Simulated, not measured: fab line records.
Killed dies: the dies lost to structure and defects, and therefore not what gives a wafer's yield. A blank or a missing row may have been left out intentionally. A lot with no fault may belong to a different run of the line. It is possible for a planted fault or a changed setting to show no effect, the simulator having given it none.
A single fault, viewed from 2 desks :: flow berkeley-cmos170 :: every desk sees just its own numbers, and what lay behind them comes last

FOR THE TOOL OWNER'S DESK: rie-diel-03
The tool's own readings at UCB170_GATE_ETCH_14 (etches BARC in N2/H2): means of the sampled wafers that have a number, for each lot that ran on this tool. Marked OUT: a lot whose mean sits more than 4 standard deviations from the usual mean, which makes it out of limits; the brackets give that distance.
Columns: A = drypump-motor-current-A at UCB170_GATE_ETCH_14, usual 5.9 A; B = oes-product-au at UCB170_GATE_ETCH_14, usual 1.010 a.u.; C = throttle-valve-pct at UCB170_GATE_ETCH_14, usual 13.31 %
lot: L371
first seen here: day 8 05:02
A: 5.8
B: 1.000
C: 13.35

lot: L374
first seen here: day 9 03:11
A: 5.9
B: 0.998
C: 13.29

lot: L375
first seen here: day 9 13:34
A: 6.0
B: 0.804 (-12) OUT
C: 13.34

lot: L378
first seen here: day 9 23:05
A: 5.8
B: 0.811 (-12) OUT
C: 13.35
This desk's finding: out of limits on L375, L378; first on L375, day 9 13:34 (oes-product-au at UCB170_GATE_ETCH_14). L371, L374: within limits.

AT THE METROLOGY DESK
Lot by lot, what the gauges showed, no matter which tool ran the lot: averages of those sampled wafers that carry a number. Marked OUT: a lot whose mean sits more than 4 standard deviations from the usual mean, which makes it out of limits; the brackets give that distance.
Columns: A = cd-nm at UCB170_NSD_CD_MEAS_06, usual 1200.4 nm; B = cd-nm at UCB170_V2_CD_MEAS_90, usual 700.0 nm
lot: L368
first seen here: day 8 04:10
A: 1201.2
B: 698.8

lot: L367
first seen here: day 8 04:19
A: 1200.0
B: 700.0

lot: L370
first seen here: day 8 19:43
A: 1198.2
B: 699.6

lot: L371
first seen here: day 8 20:01
A: 1201.4
B: 701.0

lot: L369
first seen here: day 8 20:28
A: 1199.6
B: 700.0

lot: L373
first seen here: day 9 03:00
A: 1199.8
B: 702.2

lot: L372
first seen here: day 9 03:20
A: 1199.5
B: 702.8

lot: L374
first seen here: day 9 19:02
A: 1202.3
B: 701.6

lot: L377
first seen here: day 10 06:57
A: 1201.6
B: 700.4

lot: L375
first seen here: day 10 07:13
A: 1198.7
B: 701.7

lot: L378
first seen here: day 10 12:58
A: 1197.5
B: 699.4

lot: L383
first seen here: day 11 13:59
A: 1199.1
B: 699.7

lot: L388
first seen here: day 11 21:32
A: 1200.8
B: 701.7

lot: L386
first seen here: day 11 21:37
A: 1201.0
B: 700.0
This desk's verdict: no lot among the 14 shows anything out of limits.

PUT TOGETHER
An alarm could have come from the tool owner's desk at day 9 13:34, on L375, L378.
At the metrology desk, nothing out of limits was observed.
The metrology desk has L375, L378 on record, within its limits.
Of the lots named, all ran UCB170_GATE_ETCH_14 on rie-diel-03.

WHAT WAS PUT IN BY THE SIMULATOR
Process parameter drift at UCB170_GATE_ETCH_14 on rie-diel-03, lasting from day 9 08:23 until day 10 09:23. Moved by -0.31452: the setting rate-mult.
Struck lots among those shown: L375, L378.
Hours from the fault's start to each desk's first reading out of limits: the tool owner's desk, 5.
